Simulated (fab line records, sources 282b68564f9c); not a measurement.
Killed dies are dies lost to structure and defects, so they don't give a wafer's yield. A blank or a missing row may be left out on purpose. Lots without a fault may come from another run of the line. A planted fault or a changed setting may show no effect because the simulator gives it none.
fab line records | flow rit_cmos
record lots=6 wafers=18 last_day=7
route steps=202 shown NLDD@104 PLDD@114 M1@202
lots that met no fault: from a run of the same line without faults
start_h: hours from the record's first day to the start of the lot's first wafer shown | wait_h: hours since the lot's step before | " the same as in the row above | L1.1+2: a row that stands for several wafers | - no value, or no start given | * or withheld: withheld | < > ~ a bound
route shown NAME@n: a module of which the file shows steps, and the number in the route of the first | usual: mean/standard deviation of fault-free wafers | same: alike in all rows | chamber/n: place in a boat | sites: the reading at each site | _std_site: their standard deviation | _edge_site: outer sites' mean less inner sites' | radius_mm: how far each site lies from the wafer's centre | mask NAME#n: copy n | behind: the tool/chamber that last shaped the wafer | hold: why the lot was held/for how many hours/how that ended | device: the transistor (n, p or np) that didn't switch | end of line: the same wafers' tests at the end of the route | a step without rows: its recipe alone | killed: dies lost to structure and defects at the first sort, not the wafer's yield | map: a wafer's dies, x killed, . not, _ none there
set.NAME: the setting as run; set.NAME@STEP: as run at that earlier step | model.NAME: the simulator's own value behind a step, which no gauge read
lots at some steps of the route; a table a step, a row a wafer
services: from which hour (start_h, from the record's first day; less than 0 if before it) a tool's chamber was out of use, for how many hours, and why
## steps
# step RIT_NLDD_COAT_01
# recipe resist=NOVOLAK spin_rpm=3250 resist_thk_nm=1000
# step RIT_NLDD_SOFTBAKE_02
# recipe resist=NOVOLAK temp_c=90 time_s=60
# step RIT_NLDD_EXPOSE_03
# recipe mask_id=M7 na=0.57 target_cd_nm=40700 dose_mj=250
# step RIT_NLDD_PEB_04
# recipe resist=NOVOLAK temp_c=withheld time_s=withheld
# step RIT_NLDD_DEVELOP_05
# recipe resist=NOVOLAK develop_time_s=50 dev_temp_c=23
# step RIT_NLDD_OVL_MEAS_06
# usual NLDD_OVL=-0.3/2.2
# columns lot.wafer tool chamber start_h wait_h NLDD_OVL[nm]
L407.1 overlay-01 - 43.56 - 2.8
L407.3 " - " " 0.2
L407.6 " - " " 0.7
L417.1 overlay-01 - 96.15 - 0.5
L417.2 " - " " 2.8
L417.3 " - " " -0.4
L419.2 overlay-02 - 104.51 - 1.7
L419.3 " - " " 1.7
L419.4 " - " " 0.8
L424.1 overlay-02 - 129.10 - 3.3
L424.3 " - " " 2.4
L424.6 " - " " 2.5
L425.3 overlay-01 - 136.05 - -0.5
L425.5 " - " " 0.0
L425.6 " - " " -1.7
L428.1 overlay-02 - 153.05 - -1.7
L428.3 " - " " -1.6
L428.4 " - " " 0.2
# step RIT_NLDD_HARDBAKE_07
# recipe resist=NOVOLAK temp_c=140 time_s=60
# step RIT_NLDD_IMPLANT_08
# recipe species=P energy_kev=20 dose_cm2=5e+14 tilt_deg=7
# step RIT_NLDD_STRIP_09
# recipe chemistry=O2 time_s=180 resist=NOVOLAK platen_temp_c=withheld power_w=500 pressure_mtorr=4000 o2_flow_sccm=4000
# usual drypump_motor_current_A=5.6/0.37
# same time_s=180
# columns lot.wafer tool chamber start_h wait_h drypump_motor_current_A rf_hours_counter_h
L407.1 plasma_asher-04 0 43.89 0.1 6.1 25
L407.3 " 0 " " 6.1 -
L407.6 " 1 " " 5.3 -
L417.1 plasma_asher-01 1 96.49 0.1 5.8 46
L417.2 " 0 " " 5.9 46
L417.3 " 0 " " 5.9 -
L419.2 plasma_asher-03 0 104.84 0.1 5.1 46
L419.3 " 1 " " 5.5 -
L419.4 " 0 " " 5.1 -
L424.1 plasma_asher-04 0 129.43 0.1 6.1 35
L424.3 " 0 " " 6.1 -
L424.6 " 1 " " 5.3 -
L425.3 plasma_asher-04 1 136.64 0.1 5.2 -
L425.5 " 0 " " 6.1 -
L425.6 " 1 " " 5.2 -
L428.1 plasma_asher-04 1 153.38 0.1 5.3 37
L428.3 " 1 " " 5.3 -
L428.4 " 0 " " 6.2 -
# step RIT_NLDD_TW_MEAS_10
# usual NLDD_TW=2491/13
# columns lot.wafer tool chamber start_h wait_h NLDD_TW
L407.1 film_metro-02 - 44.07 0.1 2472
L407.3 " - " " 2478
L407.6 " - " " 2490
L417.1 film_metro-04 - 96.66 0.1 2489
L417.2 " - " " 2487
L417.3 " - " " 2492
L419.2 film_metro-03 - 105.02 0.1 2492
L419.3 " - " " 2476
L419.4 " - " " 2487
L424.1 film_metro-03 - 129.61 0.1 2494
L424.3 " - " " 2487
L424.6 " - " " 2484
L425.3 film_metro-02 - 136.78 0.1 2483
L425.5 " - " " 2483
L425.6 " - " " 2483
L428.1 film_metro-03 - 153.56 0.1 2477
L428.3 " - " " 2487
L428.4 " - " " 2492
# step RIT_PLDD_HMDS_00
# recipe prime_time_s=60 prime_temp_c=140
# step RIT_PLDD_COAT_01
# recipe resist=NOVOLAK spin_rpm=3250 resist_thk_nm=1000
# step RIT_PLDD_SOFTBAKE_02
# recipe resist=NOVOLAK temp_c=90 time_s=60
# usual heater_power_total_W=34.56/0.048 plate_temp_C=90.02/0.1
# same time_s=60
# columns lot.wafer tool chamber start_h wait_h heater_power_total_W plate_temp_C
L407.1 litho_track-01 0 44.43 0.1 34.55 89.98
L407.3 " 0 " " 34.59 89.86
L407.6 " 0 " " 34.58 89.87
L417.1 litho_track-03 0 97.02 0.1 33.44 88.18
L417.2 " 0 " " 33.48 87.99
L417.3 " 0 " " 33.50 87.78
L419.2 litho_track-03 0 105.40 0.1 33.40 88.01
L419.3 " 0 " " 33.45 88.10
L419.4 " 0 " " 33.39 88.07
L424.1 litho_track-01 0 129.97 0.1 34.56 90.05
L424.3 " 0 " " 34.55 90.12
L424.6 " 0 " " 34.56 90.03
L425.3 litho_track-04 0 137.17 0.1 34.56 89.99
L425.5 " 0 " " 34.55 90.03
L425.6 " 0 " " 34.60 90.28
L428.1 litho_track-04 0 153.93 0.1 34.64 90.07
L428.3 " 0 " " 34.52 90.05
L428.4 " 0 " " 34.52 90.02
# step RIT_PLDD_EXPOSE_03
# recipe mask_id=M8 na=0.57 target_cd_nm=40900 dose_mj=250
# step RIT_PLDD_PEB_04
# recipe resist=NOVOLAK temp_c=withheld time_s=withheld
# step RIT_PLDD_DEVELOP_05
# recipe resist=NOVOLAK develop_time_s=50 dev_temp_c=23
# columns lot.wafer tool chamber start_h wait_h model.NOVOLAK_of_PLDD_COAT_01.thk_nm
L407.1 litho_track-04 0 - - 995.3
L407.3 " 0 " " 996.5
L407.6 " 0 " " 997.8
L417.1 litho_track-01 0 - - 1005
L417.2 " 0 " " 1002
L417.3 " 0 " " 1006
L419.2 litho_track-04 0 - - 1008
L419.3 " 0 " " 1005
L419.4 " 0 " " 1007
L424.1+3+6 litho_track-01 0 - - 1007
L425.3 litho_track-03 0 - - 998.5
L425.5 " 0 " " 999.9
L425.6 " 0 " " 1002
L428.1 litho_track-04 0 - - 999.6
L428.3 " 0 " " 1002
L428.4 " 0 " " 1000
# step RIT_PLDD_OVL_MEAS_06
# usual PLDD_OVL=0.0/1.4
# columns lot.wafer tool chamber start_h wait_h PLDD_OVL[nm]
L407.1 overlay-01 - 45.10 - 1.0
L407.3 " - " " 1.6
L407.6 " - " " 1.5
L417.1 overlay-02 - 97.57 - -1.3
L417.2 " - " " -1.9
L417.3 " - " " -1.3
L419.2 overlay-01 - 106.05 - 2.3
L419.3 " - " " 1.4
L419.4 " - " " -0.4
L424.1 overlay-01 - 130.71 - -1.2
L424.3 " - " " -1.8
L424.6 " - " " 1.3
L425.3 overlay-01 - 137.68 - 0.2
L425.5 " - " " 0.3
L425.6 " - " " -1.3
L428.1 overlay-02 - 154.62 - -2.0
L428.3 " - " " -0.5
L428.4 " - " " -1.2
# step RIT_M1_PROBE_99
# usual killed_at_contacts=0.0/0.22 killed_at_front_end=7/3.1 killed_dies=7/3.1 killed_open=3.5/2 killed_short=3.3/2
# same gross_dies=264 killed_at_M0_to_M3=0 killed_at_M4_up=0 killed_at_back_side=0 killed_at_other=0
# columns lot.wafer tool chamber start_h wait_h killed_at_contacts killed_at_front_end killed_dies killed_open killed_short
L407.1 prober-02 - 60.67 0.1 0 8 8 2 6
L407.3 prober-02 - 60.77 0.2 0 8 8 4 4
L407.6 prober-02 - 60.92 0.2 0 5 5 1 4
L417.1 prober-02 - 114.13 0.1 0 3 3 2 1
L417.2 prober-02 - 114.18 0.1 0 5 5 3 2
L417.3 prober-02 - 114.23 0.2 0 0 0 0 0
L419.2 prober-02 - 121.21 0.1 1 12 13 7 6
L419.3 prober-02 - 121.26 0.2 0 8 8 4 4
L419.4 prober-02 - 121.31 0.2 0 9 9 5 4
L424.1 prober-01 - 145.99 0.1 0 9 9 2 7
L424.3 prober-01 - 146.09 0.2 0 8 8 5 3
L424.6 prober-01 - 146.24 0.2 0 5 5 3 2
L425.3 prober-02 - 152.67 0.2 1 4 5 2 3
L425.5 prober-02 - 152.77 0.2 0 4 4 2 2
L425.6 prober-02 - 152.82 0.2 0 7 7 4 3
# killed by level:class
L407.1 REOX:geometric_particle:short=4 FOX1:geometric_particle:short=1 FOX2:geometric_particle:open=1 REOX:geometric_particle:open=1 SPACER:geometric_particle:short=1
L407.3 GATE:geometric_particle:short=2 REOX:geometric_particle:open=2 FOX1:geometric_particle:open=1 GATE:geometric_particle:open=1 REOX:geometric_particle:short=1 SPACER:geometric_particle:short=1
L407.6 FOX1:geometric_particle:short=2 SPACER:geometric_particle:short=2 FOX1:geometric_particle:open=1
L417.1 FOX2:geometric_particle:open=1 SPACER:geometric_particle:open=1 SPACER:geometric_particle:short=1
L417.2 SPACER:geometric_particle:open=2 ACTIVE:geometric_particle:short=1 FOX1:geometric_particle:short=1 FOX1:geometric_particle:open=1
L419.2 SPACER:geometric_particle:open=3 SPACER:geometric_particle:short=2 FOX1:geometric_particle:open=1 FOX2:geometric_particle:open=1 FOX2:geometric_particle:short=1 GATE:geometric_particle:short=1 GATE:geometric_particle:open=1 REOX:geometric_particle:short=1
L419.3 GATE:geometric_particle:short=3 GATE:geometric_particle:open=2 REOX:geometric_particle:short=1 REOX:geometric_particle:open=1 SPACER:geometric_particle:open=1
L419.4 SPACER:geometric_particle:short=3 GATE:geometric_particle:open=3 FOX2:geometric_particle:open=1 GATE:geometric_particle:short=1 SPACER:geometric_particle:open=1
L424.1 FOX2:geometric_particle:short=2 SPACER:geometric_particle:short=2 FOX2:geometric_particle:open=1 GATE:geometric_particle:open=1 GATE:geometric_particle:short=1 REOX:geometric_particle:short=1 SILICIDE:geometric_particle:short=1
L424.3 GATE:geometric_particle:open=2 REOX:geometric_particle:open=2 SPACER:geometric_particle:short=2 FOX2:geometric_particle:open=1 GATE:geometric_particle:short=1
L424.6 FOX2:geometric_particle:open=1 GATE:geometric_particle:short=1 GATE:geometric_particle:open=1 REOX:geometric_particle:short=1 SPACER:geometric_particle:open=1
L425.3 SPACER:geometric_particle:short=2 GATE:geometric_particle:open=1 SPACER:geometric_particle:open=1 CONTACT:geometric_particle:short=1
L425.5 GATE:geometric_particle:open=2 GATE:geometric_particle:short=2
L425.6 GATE:geometric_particle:open=2 ACTIVE:geometric_particle:open=1 FOX1:geometric_particle:short=1 FOX2:geometric_particle:short=1 REOX:geometric_particle:open=1 REOX:geometric_particle:short=1
## services
# columns tool chamber start_h hours kind
plasma_asher-01 - 81.88 3.2 repair
plasma_asher-01 - 108.75 9.0 pm
plasma_asher-01 0 108.75 9.0 vent_cycle
plasma_asher-01 1 108.75 9.0 vent_cycle
plasma_asher-01 - 110.76 0.7 repair
plasma_asher-01 0 117.75 - clean
plasma_asher-01 1 117.75 - clean
## key
first_sign step=RIT_PLDD_SOFTBAKE_02 reading=heater_power_total_W direction=down sigmas=24 usual=34.56 struck=33.44
effect step=RIT_PLDD_SOFTBAKE_02 reading=plate_temp_C direction=down sigmas=19 usual=* struck=*
model_effect step=RIT_PLDD_DEVELOP_05 value=NOVOLAK_of_PLDD_COAT_01.thk_nm without=1000 struck=1005
met_at RIT_PLDD_SOFTBAKE_02
struck_wafers L417.1,L417.2,L417.3,L419.2,L419.3,L419.4
tester_left_out L417,L419
fault kind=process_parameter_drift tool=litho_track-03 chamber=- onset_h=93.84 steps=RIT_PLDD_SOFTBAKE_02 channel=temp_c offset=* shape=step end_h=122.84 acts_in=* stated=*
# tester_left_out: of these lots the tester's yield and bins aren't shown, on N5 and GAA mostly nor the transistor test; their killed dies are dies lost to structure and defects alone, not to doping, threshold or leakage, so they don't give the yield
